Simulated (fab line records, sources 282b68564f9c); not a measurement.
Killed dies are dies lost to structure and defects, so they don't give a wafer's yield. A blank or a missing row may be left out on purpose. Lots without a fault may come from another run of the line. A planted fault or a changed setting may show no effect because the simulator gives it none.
fab line records | flow rit_cmos
record lots=7 wafers=21 last_day=7
route steps=202 shown CONTACT@176 M1@184
lots that met no fault: from a run of the same line without faults
start_h: hours from the record's first day to the start of the lot's first wafer shown | wait_h: hours since the lot's step before | " the same as in the row above | L1.1+2: a row that stands for several wafers | - no value, or no start given | * or withheld: withheld | < > ~ a bound
route shown NAME@n: a module of which the file shows steps, and the number in the route of the first | usual: mean/standard deviation of fault-free wafers | same: alike in all rows | chamber/n: place in a boat | sites: the reading at each site | _std_site: their standard deviation | _edge_site: outer sites' mean less inner sites' | radius_mm: how far each site lies from the wafer's centre | mask NAME#n: copy n | behind: the tool/chamber that last shaped the wafer | hold: why the lot was held/for how many hours/how that ended | device: the transistor (n, p or np) that didn't switch | end of line: the same wafers' tests at the end of the route | a step without rows: its recipe alone | killed: dies lost to structure and defects at the first sort, not the wafer's yield | map: a wafer's dies, x killed, . not, _ none there
set.NAME: the setting as run; set.NAME@STEP: as run at that earlier step | model.NAME: the simulator's own value behind a step, which no gauge read
lots at some steps of the route; a table a step, a row a wafer
services: from which hour (start_h, from the record's first day; less than 0 if before it) a tool's chamber was out of use, for how many hours, and why
## steps
# step RIT_CONTACT_CD_MEAS_08
# recipe target_cd_nm=1000
# usual cd_nm=1000.7/2.1
# columns lot.wafer tool chamber start_h wait_h cd_nm
L188.1 cd_sem-02 - 54.92 - 1004.8
L188.2 " - " " 1004.3
L188.4 " - " " 1003.0
L195.2 cd_sem-02 - 89.62 - 1001.8
L195.5 " - " " 1001.3
L195.6 " - " " 1003.5
L196.3 cd_sem-02 - 97.78 - 1002.5
L196.5 " - " " 1002.9
L196.6 " - " " 1000.6
L197.1 cd_sem-02 - 99.09 - 999.7
L197.2 " - " " 1000.1
L197.4 " - " " 1000.3
L207.1 cd_sem-02 - 147.59 - 1000.4
L207.2 " - " " 997.6
L207.3 " - " " 999.2
L208.1 cd_sem-01 - 157.86 - 1000.1
L208.3 " - " " 1001.7
L208.5 " - " " 999.1
L210.1 cd_sem-02 - 167.13 - 999.2
L210.3 " - " " 999.0
L210.5 " - " " 1000.1
# step RIT_CONTACT_OVL_MEAS_09
# usual CONTACT_OVL=0.5/1.1
# columns lot.wafer tool chamber start_h wait_h CONTACT_OVL[nm]
L188.1 overlay-02 - 55.04 0.1 0.6
L188.2 " - " " -0.3
L188.4 " - " " 2.8
L195.2 overlay-02 - 89.72 0.1 0.1
L195.5 " - " " 0.2
L195.6 " - " " 0.4
L196.3 overlay-01 - 97.87 0.1 0.0
L196.5 " - " " -0.2
L196.6 " - " " 1.0
L197.1 overlay-02 - 99.21 0.1 -0.1
L197.2 " - " " -0.5
L197.4 " - " " -0.4
L207.1 overlay-01 - 147.71 0.1 2.5
L207.2 " - " " 1.0
L207.3 " - " " 0.9
L208.1 overlay-02 - 157.98 0.1 -0.6
L208.3 " - " " 1.3
L208.5 " - " " 0.1
L210.1 overlay-02 - 167.25 0.1 2.3
L210.3 " - " " 0.9
L210.5 " - " " 1.8
# step RIT_CONTACT_HARDBAKE_10
# recipe resist=NOVOLAK temp_c=140 time_s=60
# step RIT_CONTACT_ETCH_11
# recipe target_depth_a=4800 over_etch_frac=0.2 stop_on=TiSi2 chemistry=CHF3/CF4/Ar target=SiO2 CHF3_flow_sccm=50 cf4_flow_sccm=10 Ar_flow_sccm=100 O2_flow_sccm=5 pressure_mtorr=100 rf_w=207.2 time_s=320
# usual CHF3_flow_sccm=49.99/0.15 cf4_flow_sccm=9.997/0.026 chamber_pressure_mTorr=100.00/0.085 drypump_motor_current_A=5.9/0.42 oes_product_au=0.994/0.019 throttle_valve_pct=8.86/0.09
# columns lot.wafer tool chamber start_h wait_h CHF3_flow_sccm cf4_flow_sccm chamber_pressure_mTorr drypump_motor_current_A oes_product_au rf_hours_counter_h throttle_valve_pct
L188.1 rie_diel-02 3 55.23 0.1 49.85 9.985 99.85 6.4 1.008 38 8.86
L188.2 " 0 " " 50.19 10.004 100.03 5.4 1.011 91 8.91
L188.4 " 1 " " 49.90 10.000 99.96 5.6 1.026 97 8.78
L195.2 rie_diel-02 3 89.90 0.1 49.81 9.979 99.70 6.3 1.000 38 8.86
L195.5 " 1 " " 50.23 10.029 100.11 5.6 1.037 - 8.77
L195.6 " 0 " " 49.86 9.992 100.12 5.4 1.007 - 8.91
L196.3 rie_diel-04 2 98.04 0.1 49.75 10.008 99.94 6.1 0.994 4 8.79
L196.5 " 0 " " 50.02 9.988 99.98 5.6 0.994 - 8.78
L196.6 " 1 " " 50.20 9.958 100.06 6.4 0.996 - 8.67
L197.1 rie_diel-02 2 99.39 0.1 50.04 9.978 100.13 5.9 0.987 20 8.94
L197.2 " 1 " " 50.12 10.035 99.92 5.6 1.029 99 8.77
L197.4 " 0 " " 49.86 9.985 99.97 5.4 1.010 92 8.92
L207.1 rie_diel-04 0 147.89 0.1 49.99 9.990 99.99 5.6 0.989 52 8.78
L207.2 " 2 " " 49.70 9.967 99.86 6.2 0.993 5 8.79
L207.3 " 3 " " 50.23 10.048 100.03 5.7 0.994 36 8.90
L208.1 rie_diel-02 1 158.17 0.1 49.65 9.996 100.01 5.6 1.030 100 8.78
L208.3 " 2 " " 49.99 10.062 99.97 6.0 0.979 21 8.96
L208.5 " 1 " " 49.93 9.946 99.93 5.6 1.023 - 8.76
L210.1 rie_diel-04 0 167.43 0.1 50.08 10.016 100.12 5.6 0.993 52 8.78
L210.3 " 3 " " 50.14 9.967 99.98 5.7 0.995 36 8.90
L210.5 " 3 " " 49.92 9.942 99.82 5.8 0.992 - 8.90
# step RIT_CONTACT_STRIP_12
# recipe chemistry=O2 time_s=180 resist=NOVOLAK platen_temp_c=withheld power_w=500 pressure_mtorr=4000 o2_flow_sccm=4000
# usual chamber_pressure_mTorr=3999/3.3 drypump_motor_current_A=5.8/0.59
# columns lot.wafer tool chamber start_h wait_h chamber_pressure_mTorr drypump_motor_current_A rf_hours_counter_h
L188.1 plasma_asher-03 1 55.42 0.1 4005 4.8 23
L188.2 " 0 " " 4000 6.4 23
L188.4 " 0 " " 4000 6.4 -
L195.2 plasma_asher-01 1 90.10 0.1 3994 6.5 47
L195.5 " 1 " " 4000 6.5 -
L195.6 " 0 " " 3997 5.2 -
L196.3 plasma_asher-03 0 98.29 0.2 4001 6.4 -
L196.5 " 0 " " 3999 6.4 -
L196.6 " 1 " " 3999 4.9 -
L197.1 plasma_asher-01 0 99.59 0.1 4007 5.2 47
L197.2 " 1 " " 3999 6.5 47
L197.4 " 1 " " 3999 6.5 -
L207.1 plasma_asher-04 0 148.09 0.1 4000 6.0 56
L207.2 " 1 " " 3998 5.8 56
L207.3 " 0 " " 4000 6.0 -
L208.1 plasma_asher-03 1 158.36 0.1 3999 4.9 30
L208.3 " 0 " " 4002 6.4 -
L208.5 " 0 " " 4003 6.4 -
L210.1 plasma_asher-03 1 167.63 0.1 4002 4.8 31
L210.3 " 0 " " 4004 6.4 -
L210.5 " 0 " " 3996 6.4 -
# step RIT_CONTACT_CD_MEAS_90
# recipe target_cd_nm=1000
# usual cd_nm=1001.0/2.2
# columns lot.wafer tool chamber start_h wait_h cd_nm
L188.1 cd_sem-02 - 55.60 0.1 1005.5
L188.2 " - " " 1004.8
L188.4 " - " " 1004.0
L195.2 cd_sem-02 - 90.29 0.1 1002.6
L195.5 " - " " 1001.5
L195.6 " - " " 1003.9
L196.3 cd_sem-01 - 98.45 0.1 1002.8
L196.5 " - " " 1003.2
L196.6 " - " " 1001.2
L197.1 cd_sem-02 - 99.76 0.1 999.6
L197.2 " - " " 1000.0
L197.4 " - " " 1000.2
L207.1 cd_sem-01 - 148.26 0.1 1000.4
L207.2 " - " " 998.3
L207.3 " - " " 998.9
L208.1 cd_sem-01 - 158.54 0.1 1000.2
L208.3 " - " " 1001.3
L208.5 " - " " 999.6
L210.1 cd_sem-02 - 167.80 0.1 999.5
L210.3 " - " " 999.1
L210.5 " - " " 1000.2
# step RIT_CONTACT_CLEAN_13
# recipe chemistry=SC1 mix=3:3:50 time_s=600 temp_c=75
# step RIT_CONTACT_CLEAN_14
# recipe chemistry=SC2 mix=3:3:50 time_s=600 temp_c=75 dry=n2_spin
# step RIT_M1_SPUTTER_00
# recipe material=Al target_thk_nm=400 power_w=2000 chamber_pressure_pa=0.4 gas=Ar time_s=500 substrate_temp_c=25
# usual throttle_valve_pct=30.0/0.97
# columns lot.wafer tool chamber start_h wait_h throttle_valve_pct
L188.1 pvd_sputter-04 - 56.07 0.0 31.4
L188.2 " - " " 31.0
L188.4 " - " " 30.3
L195.2 pvd_sputter-02 - 90.92 0.0 30.1
L195.5 " - " " 30.0
L195.6 " - " " 30.2
L196.3 pvd_sputter-01 - 98.88 0.0 30.8
L196.5 " - " " 30.9
L196.6 " - " " 30.9
L197.1 pvd_sputter-02 - 100.25 0.0 28.7
L197.2 " - " " 29.8
L197.4 " - " " 30.3
L207.1 pvd_sputter-01 - 148.73 0.0 29.5
L207.2 " - " " 31.0
L207.3 " - " " 30.8
L208.1 pvd_sputter-02 - 159.04 0.0 30.3
L208.3 " - " " 28.4
L208.5 " - " " 30.5
L210.1 pvd_sputter-02 - 168.30 0.0 28.8
L210.3 " - " " 28.5
L210.5 " - " " 28.7
# step RIT_M1_RS_MEAS_01
# recipe thk_meas_gauge=four-point-probe reads=Al_of_M1_SPUTTER_00
# usual M1_AL_RS=0.0737/0.0008
# columns lot.wafer tool chamber start_h wait_h M1_AL_RS[ohm/sq]
L188.1 film_metro-03 - 56.36 0.1 0.0740
L188.2 " - " " 0.0738
L188.4 " - " " 0.0744
L195.2 film_metro-03 - 91.23 0.2 0.0730
L195.5 " - " " 0.0731
L195.6 " - " " 0.0738
L196.3 film_metro-02 - 99.22 0.2 0.0742
L196.5 " - " " 0.0754
L196.6 " - " " 0.0746
L197.1 film_metro-02 - 100.54 0.1 0.0723
L197.2 " - " " 0.0729
L197.4 " - " " 0.0737
L207.1 film_metro-02 - 149.03 0.1 0.0746
L207.2 " - " " 0.0749
L207.3 " - " " 0.0745
L208.1 film_metro-03 - 159.33 0.1 0.0752
L208.3 " - " " 0.0745
L208.5 " - " " 0.0752
L210.1 film_metro-04 - 168.60 0.1 0.0729
L210.3 " - " " 0.0734
L210.5 " - " " 0.0733
# step RIT_M1_THK_MEAS_02
# recipe thk_meas_gauge=xrf reads=Al_of_M1_SPUTTER_00
# usual M1_AL_THK=399/5
# columns lot.wafer tool chamber start_h wait_h M1_AL_THK[nm]
L188.1 film_metro-03 - 56.48 0.1 396
L188.2 " - " " 396
L188.4 " - " " 391
L195.2 film_metro-03 - 91.34 0.1 402
L195.5 " - " " 402
L195.6 " - " " 398
L196.3 film_metro-02 - 99.32 0.1 395
L196.5 " - " " 390
L196.6 " - " " 391
L197.1 film_metro-02 - 100.66 0.1 404
L197.2 " - " " 400
L197.4 " - " " 396
L207.1 film_metro-02 - 149.15 0.1 391
L207.2 " - " " 390
L207.3 " - " " 394
L208.1 film_metro-03 - 159.45 0.1 392
L208.3 " - " " 396
L208.5 " - " " 394
L210.1 film_metro-04 - 168.72 0.1 403
L210.3 " - " " 402
L210.5 " - " " 401
# step RIT_M1_HMDS_03
# recipe prime_time_s=60 prime_temp_c=140
# step RIT_M1_COAT_04
# recipe resist=NOVOLAK spin_rpm=2000 resist_thk_nm=1300
# usual chill_plate_temp_C=23.01/0.11 dispense_pressure_kPa=49.0/1
# columns lot.wafer tool chamber start_h wait_h chill_plate_temp_C dispense_pressure_kPa
L188.1 litho_track-01 0 56.69 0.1 22.84 50.8
L188.2 " 0 " " 22.94 50.8
L188.4 " 0 " " 23.12 50.7
L195.2 litho_track-01 - 91.57 0.1 - -
L195.5 " - " " - -
L195.6 " - " " - -
L196.3 litho_track-02 - 99.56 0.1 - -
L196.5 " - " " - -
L196.6 " - " " - -
L197.1 litho_track-01 - 100.87 0.1 - -
L197.2 " - " " - -
L197.4 " - " " - -
L207.1 litho_track-01 0 149.36 0.1 23.08 50.7
L207.2 " 0 " " 23.18 50.7
L207.3 " 0 " " 23.33 50.7
L208.1 litho_track-01 0 159.66 0.1 22.82 50.7
L208.3 " 0 " " 22.92 50.7
L208.5 " 0 " " 23.01 50.7
L210.1 litho_track-02 0 168.93 0.1 22.94 48.4
L210.3 " 0 " " 23.02 48.5
L210.5 " 0 " " 22.96 48.4
# step RIT_M1_SOFTBAKE_05
# recipe resist=NOVOLAK temp_c=90 time_s=60
# step RIT_M1_EXPOSE_06
# recipe mask_id=M12 na=0.6 source_shape=conventional sigma_outer=0.5 target_cd_nm=2600 dose_mj=250
# step RIT_M1_PEB_07
# recipe resist=NOVOLAK temp_c=withheld time_s=withheld
# step RIT_M1_DEVELOP_08
# recipe resist=NOVOLAK develop_time_s=68 dev_temp_c=23
# step RIT_M1_CD_MEAS_09
# recipe target_cd_nm=2600
# usual cd_nm=2599.3/2.2
# columns lot.wafer tool chamber start_h wait_h cd_nm
L188.1 cd_sem-01 - 57.45 - 2602.7
L188.2 " - " " 2602.6
L188.4 " - " " 2601.6
L195.2 cd_sem-01 - 92.29 - -
L195.5 " - " " -
L195.6 " - " " -
L196.3 cd_sem-01 - 100.28 - -
L196.5 " - " " -
L196.6 " - " " -
L197.1 cd_sem-02 - 101.60 - -
L197.2 " - " " -
L197.4 " - " " -
L207.1 cd_sem-01 - 150.09 - 2600.9
L207.2 " - " " 2599.0
L207.3 " - " " 2600.3
L208.1 cd_sem-01 - 160.39 - 2594.6
L208.3 " - " " 2594.9
L208.5 " - " " 2595.4
L210.1 cd_sem-02 - 169.66 - 2603.0
L210.3 " - " " 2600.8
L210.5 " - " " 2601.8
# step RIT_M1_OVL_MEAS_10
# usual M1_OVL=1.0/1.7
# columns lot.wafer tool chamber start_h wait_h M1_OVL[nm]
L188.1 overlay-01 - 57.57 0.1 1.7
L188.2 " - " " 1.3
L188.4 " - " " -1.1
L195.2 overlay-01 - 92.40 0.1 -
L195.5 " - " " -
L195.6 " - " " -
L196.3 overlay-02 - 100.37 0.1 -
L196.5 " - " " -
L196.6 " - " " -
L197.1 overlay-02 - 101.72 0.1 -
L197.2 " - " " -
L197.4 " - " " -
L207.1 overlay-01 - 150.21 0.1 0.2
L207.2 " - " " 1.8
L207.3 " - " " 1.1
L208.1 overlay-02 - 160.51 0.1 -0.9
L208.3 " - " " 0.9
L208.5 " - " " 1.7
L210.1 overlay-01 - 169.78 0.1 1.3
L210.3 " - " " 2.8
L210.5 " - " " 4.2
# step RIT_M1_PROBE_99
# usual defect_limited_yield=97.4/1.2 killed_at_M0_to_M3=0/0 killed_at_front_end=7/3.3 killed_dies=7/3.3 killed_on_rim=1.9/1.4 killed_open=3.3/1.9 killed_short=3.6/2.1 sort_bin_3_pad_short=0.1/0.23 sort_bin_5_function=1.5/0.92 sort_bin_6_memory=1.0/0.64 sort_n_pass=257/3.3 sort_yield_pct=97.4/1.2
# same gross_dies=264 killed_at_M4_up=0 killed_at_back_side=0 killed_at_contacts=0 killed_at_other=0
# columns lot.wafer tool chamber start_h wait_h defect_limited_yield[%] killed_at_M0_to_M3 killed_at_front_end killed_dies killed_on_rim killed_open killed_short sort_bin_3_pad_short[%] sort_bin_5_function[%] sort_bin_6_memory[%] sort_n_pass sort_yield_pct[%]
L188.1 prober-01 - 60.11 0.1 97.0 0 8 8 1 6 2 0 1.9 1.1 256 97.0
L188.2 prober-01 - 60.16 0.1 94.3 0 15 15 3 8 7 0 3.8 1.9 249 94.3
L188.4 prober-01 - 60.26 0.2 95.1 0 13 13 3 9 4 0.4 3.4 1.1 251 95.1
L195.2 prober-02 - 95.00 0.1 0 253 11 264 70 5 6 0.8 97.7 1.5 0 0
L195.5 prober-02 - 95.15 0.2 0 257 7 264 70 2 5 0 98.1 1.9 0 0
L195.6 prober-02 - 95.20 0.2 0 259 5 264 70 3 2 0 98.5 1.5 0 0
L196.3 prober-01 - 103.01 0.2 0 260 4 264 70 3 1 0 99.2 0.8 0 0
L196.5 prober-01 - 103.11 0.2 0 259 5 264 70 0 5 0 98.9 1.1 0 0
L196.6 prober-01 - 103.16 0.2 0 257 7 264 70 3 2 0.4 97.7 1.9 0 0
L197.1 prober-02 - 104.41 0.1 0 257 7 264 70 3 4 0.4 98.1 1.5 0 0
L197.2 prober-02 - 104.46 0.1 0 252 12 264 70 5 7 0.4 97.7 1.9 0 0
L197.4 prober-02 - 104.56 0.2 0 251 13 264 70 7 6 0 97.3 2.7 0 0
L207.1 prober-02 - 152.75 0.1 97.0 0 8 8 2 3 5 0 1.5 1.5 256 97.0
L207.2 prober-02 - 152.80 0.1 98.5 0 4 4 1 1 3 0 1.1 0.4 260 98.5
L207.3 prober-02 - 152.85 0.2 97.3 0 7 7 1 4 3 0.8 1.1 0.8 257 97.3
L208.1 prober-01 - 163.08 0.1 95.5 0 12 12 5 7 5 0.4 3.0 1.1 252 95.5
L208.3 prober-01 - 163.18 0.2 98.1 0 5 5 2 2 3 0 1.1 0.8 259 98.1
L208.5 prober-01 - 163.28 0.2 98.5 0 4 4 2 1 3 0.8 0.4 0.4 260 98.5
L210.1 prober-01 - 172.33 0.1 98.9 0 3 3 1 1 2 0 0.4 0.8 261 98.9
L210.3 prober-01 - 172.43 0.2 95.8 0 11 11 2 7 4 0.4 2.7 1.1 253 95.8
L210.5 prober-01 - 172.53 0.2 96.6 0 9 9 4 4 5 0.8 1.5 1.1 255 96.6
# killed by level:class
L188.1 GATE:geometric_particle:open=5 GATE:geometric_particle:short=1 REOX:geometric_particle:open=1 REOX:geometric_particle:short=1
L188.2 GATE:geometric_particle:open=4 GATE:geometric_particle:short=4 FOX1:geometric_particle:short=3 SPACER:geometric_particle:open=2 FOX2:geometric_particle:open=1 REOX:geometric_particle:open=1
L188.4 GATE:geometric_particle:open=7 GATE:geometric_particle:short=2 FOX2:geometric_particle:open=1 FOX2:geometric_particle:short=1 REOX:geometric_particle:open=1 REOX:geometric_particle:short=1
L195.2 M1:area_expose=253 GATE:geometric_particle:short=4 GATE:geometric_particle:open=3 FOX2:geometric_particle:open=1 SPACER:geometric_particle:short=1 SILICIDE:geometric_particle:short=1 SILICIDE:geometric_particle:open=1
L195.5 M1:area_expose=257 GATE:geometric_particle:short=3 GATE:geometric_particle:open=2 FOX2:geometric_particle:short=1 SILICIDE:geometric_particle:short=1
L195.6 M1:area_expose=259 GATE:geometric_particle:short=2 FOX1:geometric_particle:open=1 FOX2:geometric_particle:open=1 SILICIDE:geometric_particle:open=1
L196.3 M1:area_expose=260 FOX1:geometric_particle:open=1 GATE:geometric_particle:open=1 GATE:geometric_particle:short=1 SPACER:geometric_particle:open=1
L196.5 M1:area_expose=259 FOX1:geometric_particle:short=2 GATE:geometric_particle:short=1 SPACER:geometric_particle:short=1 STARTING-WAFER:geometric_particle:short=1
L196.6 M1:area_expose=257 NWELL:coat_microbubble_printed=2 FOX1:geometric_particle:open=1 FOX2:geometric_particle:open=1 GATE:geometric_particle:short=1 GATE:geometric_particle:open=1 SILICIDE:geometric_particle:short=1
L197.1 M1:area_expose=257 GATE:geometric_particle:short=2 FOX2:geometric_particle:open=1 REOX:geometric_particle:short=1 SPACER:geometric_particle:open=1 SPACER:geometric_particle:short=1 SILICIDE:geometric_particle:open=1
L197.2 M1:area_expose=252 SPACER:geometric_particle:short=3 FOX2:geometric_particle:short=2 SILICIDE:geometric_particle:open=2 FOX1:geometric_particle:open=1 GATE:geometric_particle:short=1 GATE:geometric_particle:open=1 SPACER:geometric_particle:open=1
L197.4 M1:area_expose=251 GATE:geometric_particle:short=3 SILICIDE:geometric_particle:open=3 REOX:geometric_particle:open=2 SILICIDE:geometric_particle:short=2 FOX1:geometric_particle:open=1 FOX2:geometric_particle:short=1 GATE:geometric_particle:open=1
L207.1 GATE:geometric_particle:short=4 GATE:geometric_particle:open=2 REOX:geometric_particle:short=1 SPACER:geometric_particle:open=1
L207.2 GATE:geometric_particle:short=3 GATE:geometric_particle:open=1
L207.3 GATE:geometric_particle:open=2 REOX:geometric_particle:short=2 GATE:geometric_particle:short=1 REOX:geometric_particle:open=1 SPACER:geometric_particle:open=1
L208.1 GATE:geometric_particle:open=2 GATE:geometric_particle:short=2 REOX:geometric_particle:open=2 SILICIDE:geometric_particle:short=2 FOX2:geometric_particle:open=1 SPACER:geometric_particle:open=1 SPACER:geometric_particle:short=1 SILICIDE:geometric_particle:open=1
L208.3 REOX:geometric_particle:open=2 FOX2:geometric_particle:short=1 GATE:geometric_particle:short=1 REOX:geometric_particle:short=1
L208.5 GATE:geometric_particle:short=2 FOX1:geometric_particle:short=1 REOX:geometric_particle:open=1
L210.1 FOX1:geometric_particle:short=1 GATE:geometric_particle:short=1 SILICIDE:geometric_particle:open=1
L210.3 GATE:geometric_particle:open=3 FOX1:geometric_particle:open=2 SPACER:geometric_particle:short=2 FOX1:geometric_particle:short=1 GATE:geometric_particle:short=1 SPACER:geometric_particle:open=1 SILICIDE:geometric_particle:open=1
L210.5 GATE:geometric_particle:open=2 GATE:geometric_particle:short=2 FOX1:geometric_particle:short=1 FOX2:geometric_particle:open=1 SPACER:geometric_particle:short=1 SILICIDE:geometric_particle:short=1 SILICIDE:geometric_particle:open=1
# map L195.2 (x killed, . not)
________xxxxxxx_______
_____xxxxxxxxxxxxx____
____xxxxxxxxxxxxxxx___
___xxxxxxxxxxxxxxxxx__
__xxxxxxxxxxxxxxxxxxx_
__xxxxxxxxxxxxxxxxxxx_
_xxxxxxxxxxxxxxxxxxxxx
_xxxxxxxxxxxxxxxxxxxxx
_xxxxxxxxxxxxxxxxxxxxx
_xxxxxxxxxxxxxxxxxxxxx
__xxxxxxxxxxxxxxxxxxx_
__xxxxxxxxxxxxxxxxxxx_
___xxxxxxxxxxxxxxxxx__
____xxxxxxxxxxxxxxx___
_____xxxxxxxxxxxxx____
________xxxxxxx_______
# map L196.3 (x killed, . not)
________xxxxxxx_______
_____xxxxxxxxxxxxx____
____xxxxxxxxxxxxxxx___
___xxxxxxxxxxxxxxxxx__
__xxxxxxxxxxxxxxxxxxx_
__xxxxxxxxxxxxxxxxxxx_
_xxxxxxxxxxxxxxxxxxxxx
_xxxxxxxxxxxxxxxxxxxxx
_xxxxxxxxxxxxxxxxxxxxx
_xxxxxxxxxxxxxxxxxxxxx
__xxxxxxxxxxxxxxxxxxx_
__xxxxxxxxxxxxxxxxxxx_
___xxxxxxxxxxxxxxxxx__
____xxxxxxxxxxxxxxx___
_____xxxxxxxxxxxxx____
________xxxxxxx_______
## services
# columns tool chamber start_h hours kind
plasma_asher-04 - 32.25 2.2 repair
plasma_asher-03 - 41.25 0.8 repair
rie_diel-04 2 54.72 5.8 repair
rie_diel-02 3 67.37 15.7 repair
plasma_asher-03 - 99.91 28.1 pm
rie_diel-04 - 126.30 2.6 repair
plasma_asher-01 - 129.07 1.5 repair
plasma_asher-03 - 136.23 5.4 repair
pvd_sputter-01 - 138.47 10.1 repair
rie_diel-04 1 146.57 - clean
rie_diel-04 1 146.57 12.2 scheduled_down
rie_diel-04 1 146.57 12.2 vent_cycle
rie_diel-04 - 149.86 0.8 repair
plasma_asher-04 - 166.80 0.8 repair
## key
first_sign step=RIT_M1_COAT_04 reading=tool_record direction=missing
effect step=RIT_M1_CD_MEAS_09 reading=cd_nm direction=missing
effect step=RIT_M1_OVL_MEAS_10 reading=M1_OVL direction=missing
effect step=RIT_M1_PROBE_99 reading=killed_at_M0_to_M3 direction=up sigmas=99+ usual=0 struck=256.1
more_kills_born_at RIT_M1_EXPOSE_06@iline_stepper-02=2305
met_at RIT_M1_COAT_04
struck_wafers L195.2,L195.5,L195.6,L196.3,L196.5,L196.6,L197.1,L197.2,L197.4
later_rows_left_out L195.2,L195.5,L195.6,L196.3,L196.5,L196.6,L197.1,L197.2,L197.4
onset_between 56.69 91.57
fault kind=skipped_step_whole tool=litho_track-01,litho_track-02 chamber=- onset_h=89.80 steps=RIT_M1_COAT_04 scope=struck_lots_only
# later_rows_left_out: the simulator's readings of these wafers behind a module that went badly wrong aren't trusted and aren't shown, but for the sort
